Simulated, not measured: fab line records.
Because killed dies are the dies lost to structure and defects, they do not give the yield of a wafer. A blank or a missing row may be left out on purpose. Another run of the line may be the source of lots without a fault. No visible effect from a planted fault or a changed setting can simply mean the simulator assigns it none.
Which of the tools did it? | flow berkeley_cmos170 | 15 lots, 45 wafers sampled, at 1 step of a route of 331

== WHAT EACH GAUGE READ, for each wafer ==
Not one reading of a measure or inspect step in the record can be checked against a usual standard deviation.

== WHICH TOOL RAN EACH LOT (tool, then ch and the chambers of the sampled wafers, then the start) ==
lot  | UCB170_PLDD_DEVELOP_05
L989 | litho_track-03 ch 0, day 6 17:00
L991 | litho_track-03 ch 0, day 8 11:00
L992 | litho_track-01 ch 0, day 8 11:00
L997 | litho_track-04, day 9 10:00
L999 | litho_track-04, day 9 21:00
L100 | litho_track-03, day 9 21:00
L102 | litho_track-03 ch 0, day 9 21:00
L105 | litho_track-03 ch 0, day 10 21:00
L104 | litho_track-01 ch 0, day 10 22:00
L107 | litho_track-01 ch 0, day 11 05:00
L106 | litho_track-03 ch 0, day 11 06:00
L108 | litho_track-03 ch 0, day 11 13:00
L111 | litho_track-03 ch 0, day 12 03:00
L110 | litho_track-01 ch 0, day 12 04:00
L112 | litho_track-01 ch 0, day 13 00:00
- UCB170_PLDD_DEVELOP_05: develop time 45 s.

== AS READ BY THE TOOLS THEMSELVES (means over the sampled wafers that have a number; for cases with no such wafer, the mark the record gives instead) ==
UCB170_PLDD_DEVELOP_05.
lot  | tool           | chill_plate_temp_C (C)
L989 | litho_track-03 | 22.96
L991 | litho_track-03 | 23.11
L992 | litho_track-01 | 22.99
L997 | litho_track-04 | -
L999 | litho_track-04 | -
L100 | litho_track-03 | -
L102 | litho_track-03 | 23.04
L105 | litho_track-03 | 23.02
L104 | litho_track-01 | 23.10
L107 | litho_track-01 | 23.10
L106 | litho_track-03 | 23.06
L108 | litho_track-03 | 23.02
L111 | litho_track-03 | 23.05
L110 | litho_track-01 | 23.00
L112 | litho_track-01 | 23.09

== THE ANSWER, worked out from the rows above alone ==
Rule: the lots themselves supply what counts as usual. Put in order of their means at a reading, lots are off if they are a third of the lots or fewer, leave a main group of 4 or more, and stand apart from it by a gap of 3 or more times the standard deviation of the main group's means; of several such gaps the widest counts. The tables above print the reading to a certain number of digits; a main group whose means all agree to those digits is not used. A lot without any number at a reading at which 4 lots or more have one is off too. The other lots that the step has rows for count as sound. Order of review: gauges by route order, followed by the tools' own readings, for which a lot's mean as printed above is used. The first step at which some lot is off is used, and at that step the reading that is off furthest; a lot without a number counts as furthest.
Off, at UCB170_PLDD_DEVELOP_05 on chill_plate_temp_C: L997, L999, L100. Without a number there: L997, L999, L100. The main group: mean 23.05 C, standard deviation 0.047.
A tool fits if, at that step or a process step before it, it ran every lot that is off, and no sound lot after the first of them. Not one of the candidates tried fits.

== WHAT HAD BEEN PUT IN BY THE SIMULATOR ==
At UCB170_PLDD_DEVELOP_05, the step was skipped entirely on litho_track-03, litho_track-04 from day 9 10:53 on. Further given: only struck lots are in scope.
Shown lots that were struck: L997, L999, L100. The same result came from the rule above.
